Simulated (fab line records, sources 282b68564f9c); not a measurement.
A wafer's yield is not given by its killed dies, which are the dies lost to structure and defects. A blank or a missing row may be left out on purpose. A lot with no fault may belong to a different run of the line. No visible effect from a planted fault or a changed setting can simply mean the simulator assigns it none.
What tool caused it? || flow rit_cmos || 14 lots with 42 wafers sampled at 3 steps, on a route of 202 steps

## WHAT THE GAUGES READ, wafer by wafer
RIT_PWELL_TW_MEAS_10.
{"lot": "L716", "measured": "day 2 06:20", "on": "film_metro-03", "PWELL_TW": "929 937 932"}
{"lot": "L717", "measured": "day 2 10:08", "on": "film_metro-04", "PWELL_TW": "946 944 946"}
{"lot": "L718", "measured": "day 2 13:56", "on": "film_metro-04", "PWELL_TW": "950 944 943"}
{"lot": "L719", "measured": "day 2 19:55", "on": "film_metro-02", "PWELL_TW": "940 941 941"}
{"lot": "L720", "measured": "day 2 23:47", "on": "film_metro-04", "PWELL_TW": "949 945 948"}
{"lot": "L721", "measured": "day 3 05:59", "on": "film_metro-02", "PWELL_TW": "937 932 940"}
{"lot": "L725", "measured": "day 4 02:27", "on": "film_metro-04", "PWELL_TW": "945 949 948"}
{"lot": "L727", "measured": "day 4 10:43", "on": "film_metro-02", "PWELL_TW": "1054 1055 1061"}
{"lot": "L729", "measured": "day 4 22:29", "on": "film_metro-03", "PWELL_TW": "1054 1056 1057"}
{"lot": "L731", "measured": "day 5 07:29", "on": "film_metro-02", "PWELL_TW": "940 938 932"}
{"lot": "L732", "measured": "day 5 11:26", "on": "film_metro-02", "PWELL_TW": "934 937 936"}
{"lot": "L734", "measured": "day 5 22:41", "on": "film_metro-02", "PWELL_TW": "940 937 942"}
{"lot": "L736", "measured": "day 6 07:29", "on": "film_metro-03", "PWELL_TW": "934 932 932"}
{"lot": "L737", "measured": "day 6 13:22", "on": "film_metro-03", "PWELL_TW": "932 926 928"}

RIT_WELLDRIVE_RS_MEAS_02: the measuring method here is four-point-probe.
{"lot": "L716", "measured": "day 2 13:20", "on": "film_metro-03", "PWELL_RS (ohm/sq)": "431.4 429.7 430.3"}
{"lot": "L717", "measured": "day 2 15:24", "on": "film_metro-02", "PWELL_RS (ohm/sq)": "430.3 430.8 432.6"}
{"lot": "L718", "measured": "day 2 19:30", "on": "film_metro-03", "PWELL_RS (ohm/sq)": "430.0 430.2 430.3"}
{"lot": "L719", "measured": "day 3 01:11", "on": "film_metro-02", "PWELL_RS (ohm/sq)": "431.1 431.0 430.4"}
{"lot": "L720", "measured": "day 3 06:17", "on": "film_metro-04", "PWELL_RS (ohm/sq)": "430.8 429.7 429.4"}
{"lot": "L721", "measured": "day 3 11:16", "on": "film_metro-02", "PWELL_RS (ohm/sq)": "431.1 430.4 429.5"}
{"lot": "L725", "measured": "day 4 07:43", "on": "film_metro-04", "PWELL_RS (ohm/sq)": "428.5 429.1 429.7"}
{"lot": "L727", "measured": "day 4 15:59", "on": "film_metro-04", "PWELL_RS (ohm/sq)": "342.1 341.9 341.6"}
{"lot": "L729", "measured": "day 5 03:45", "on": "film_metro-03", "PWELL_RS (ohm/sq)": "343.0 343.0 342.5"}
{"lot": "L731", "measured": "day 5 12:44", "on": "film_metro-02", "PWELL_RS (ohm/sq)": "429.7 430.8 431.8"}
{"lot": "L732", "measured": "day 5 16:43", "on": "film_metro-03", "PWELL_RS (ohm/sq)": "431.7 429.0 430.0"}
{"lot": "L734", "measured": "day 6 04:25", "on": "film_metro-02", "PWELL_RS (ohm/sq)": "430.4 430.2 428.8"}
{"lot": "L736", "measured": "day 6 12:46", "on": "film_metro-02", "PWELL_RS (ohm/sq)": "429.0 429.1 429.7"}
{"lot": "L737", "measured": "day 6 18:39", "on": "film_metro-02", "PWELL_RS (ohm/sq)": "428.4 430.2 428.5"}

## TOOL THAT RAN EACH LOT (tool first, then ch and the chambers of the sampled wafers, then the start)
{"lot": "L716", "RIT_PWELL_IMPLANT_08": "implanter-03 ch 0, day 2 06:01"}
{"lot": "L717", "RIT_PWELL_IMPLANT_08": "implanter-02 ch 0, day 2 09:49"}
{"lot": "L718", "RIT_PWELL_IMPLANT_08": "implanter-03 ch 0, day 2 13:37"}
{"lot": "L719", "RIT_PWELL_IMPLANT_08": "implanter-01 ch 0, day 2 19:36"}
{"lot": "L720", "RIT_PWELL_IMPLANT_08": "implanter-03 ch 0, day 2 23:29"}
{"lot": "L721", "RIT_PWELL_IMPLANT_08": "implanter-02 ch 0, day 3 05:41"}
{"lot": "L725", "RIT_PWELL_IMPLANT_08": "implanter-01 ch 0, day 4 02:07"}
{"lot": "L727", "RIT_PWELL_IMPLANT_08": "implanter-03 ch 0, day 4 10:24"}
{"lot": "L729", "RIT_PWELL_IMPLANT_08": "implanter-03 ch 0, day 4 22:10"}
{"lot": "L731", "RIT_PWELL_IMPLANT_08": "implanter-01 ch 0, day 5 07:10"}
{"lot": "L732", "RIT_PWELL_IMPLANT_08": "implanter-02 ch 0, day 5 11:08"}
{"lot": "L734", "RIT_PWELL_IMPLANT_08": "implanter-02 ch 0, day 5 22:23"}
{"lot": "L736", "RIT_PWELL_IMPLANT_08": "implanter-01 ch 0, day 6 07:11"}
{"lot": "L737", "RIT_PWELL_IMPLANT_08": "implanter-02 ch 0, day 6 13:04"}
- RIT_PWELL_IMPLANT_08

## AS READ BY THE TOOLS THEMSELVES (means over the sampled wafers that have a number; for cases with no such wafer, the mark the record gives instead)
RIT_PWELL_IMPLANT_08.
{"lot": "L716", "tool": "implanter-03", "dose_ions_cm2": 7e+13, "faraday_current_uA": 221}
{"lot": "L717", "tool": "implanter-02", "dose_ions_cm2": 7e+13, "faraday_current_uA": 226}
{"lot": "L718", "tool": "implanter-03", "dose_ions_cm2": 7e+13, "faraday_current_uA": 221}
{"lot": "L719", "tool": "implanter-01", "dose_ions_cm2": 7e+13, "faraday_current_uA": 222}
{"lot": "L720", "tool": "implanter-03", "dose_ions_cm2": 7e+13, "faraday_current_uA": 223}
{"lot": "L721", "tool": "implanter-02", "dose_ions_cm2": 7e+13, "faraday_current_uA": 217}
{"lot": "L725", "tool": "implanter-01", "dose_ions_cm2": 7e+13, "faraday_current_uA": 221}
{"lot": "L727", "tool": "implanter-03", "dose_ions_cm2": 1e+14, "faraday_current_uA": 320}
{"lot": "L729", "tool": "implanter-03", "dose_ions_cm2": 1e+14, "faraday_current_uA": 317}
{"lot": "L731", "tool": "implanter-01", "dose_ions_cm2": 7e+13, "faraday_current_uA": 219}
{"lot": "L732", "tool": "implanter-02", "dose_ions_cm2": 7e+13, "faraday_current_uA": 223}
{"lot": "L734", "tool": "implanter-02", "dose_ions_cm2": 7e+13, "faraday_current_uA": 224}
{"lot": "L736", "tool": "implanter-01", "dose_ions_cm2": 7e+13, "faraday_current_uA": 220}
{"lot": "L737", "tool": "implanter-02", "dose_ions_cm2": 7e+13, "faraday_current_uA": 226}

## THE ANSWER, worked out from the rows above alone
Rule: the lots themselves supply what counts as usual. The widest of any qualifying gaps counts: lots, ordered by their means at a reading, are off when they make up no more than a third of the lots, leave a main group of 4 or more, and stand apart from it by 3 or more times the standard deviation of that group's means. Not used: any main group whose means are identical at the precision the tables above print for the reading. Also off: a lot with no number at a reading for which 4 or more lots have one. All remaining lots with rows at the step are treated as sound. First the gauges in route order, then the tools' own readings, where a lot's mean is used as printed above. The first step at which some lot is off is used, and at that step the reading that is off furthest; a lot without a number counts as furthest.
Off: L727, L729, at RIT_PWELL_TW_MEAS_10 (PWELL_TW). For the main group the mean is 939 and the standard deviation 6.
A tool fits if, at a process step before that reading, it ran every lot that is off, and no sound lot after the first of them. The gauges at RIT_PWELL_TW_MEAS_10 aren't tried: what is off there is off at RIT_PWELL_IMPLANT_08 too, on other tools, and a gauge's error can't cause that. One fits: RIT_PWELL_IMPLANT_08 on implanter-03. Its last sound lot is L720 (day 2 23:29), its first lot that is off L727 (day 4 10:24): a fault that began between those two fits.
The tool's own readings at RIT_PWELL_IMPLANT_08 bear it out: on the lots that are off they differ by more than 5 times the standard deviation of the sound lots' means. dose_ions_cm2 reads 1e+14 there against 7e+13 on the sound lots; faraday_current_uA reads 318 there against 222 on the sound lots.

## WHAT THE SIMULATOR HAD INSERTED
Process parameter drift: implanter-03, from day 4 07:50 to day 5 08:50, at RIT_PWELL_IMPLANT_08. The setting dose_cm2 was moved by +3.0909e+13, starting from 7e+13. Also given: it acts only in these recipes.
Shown lots that were struck: L727, L729. The rule given above showed the same thing.
